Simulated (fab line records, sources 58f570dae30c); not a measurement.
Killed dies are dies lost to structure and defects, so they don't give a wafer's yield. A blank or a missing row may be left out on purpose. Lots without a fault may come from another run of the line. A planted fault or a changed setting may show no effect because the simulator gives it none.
Chamber matching | flow berkeley_cmos170 | UCB170_V1_ETCH_14 on rie_diel-02: 4 sister chambers
The step etches SiO2 in CHF3/CF4/Ar, stops on Al, target depth 1250 nm, time 291 s. 4 wafers are shown with their chamber, then 7 later ones without.

WAFERS WITH THEIR CHAMBER
wafer  | chamber | throttle_valve_pct (%)
L498.1 | 2       | 6.87
L498.2 | 1       | 6.74
L499.1 | 3       | 7.16
L499.2 | 0       | 6.91

WAFERS WITHOUT THEIR CHAMBER
wafer  | throttle_valve_pct (%)
L499.6 | 7.14
L500.3 | 6.86
L500.5 | 6.87
L500.6 | 6.72
L502.1 | 7.16
L502.3 | 6.92
L502.4 | 6.85

WHICH CHAMBER EACH WENT THROUGH
wafer  | from the rows above | in truth
L499.6 | 3                   | 3
L500.3 | 2                   | 2
L500.5 | 2                   | 2
L500.6 | 1                   | 1
L502.1 | 3                   | 3
L502.3 | 0                   | 0
L502.4 | 2                   | 2
Placed correctly: 7 of 7. Can't be placed from these rows: 0. Placed wrongly: 0.
How it was worked out, from the rows above alone: a wafer's distance from a chamber is the root of the sum, over the readings, of the square of ((its reading less the chamber's mean) divided by the reading's scatter). The wafer belongs to the nearest chamber; if the next one is less than 2 further off, it can't be placed. A chamber's mean is the mean of its shown wafers. The scatter: with one shown wafer a chamber, the root of the mean of the squares of how far each hidden wafer lies from its nearest shown one.
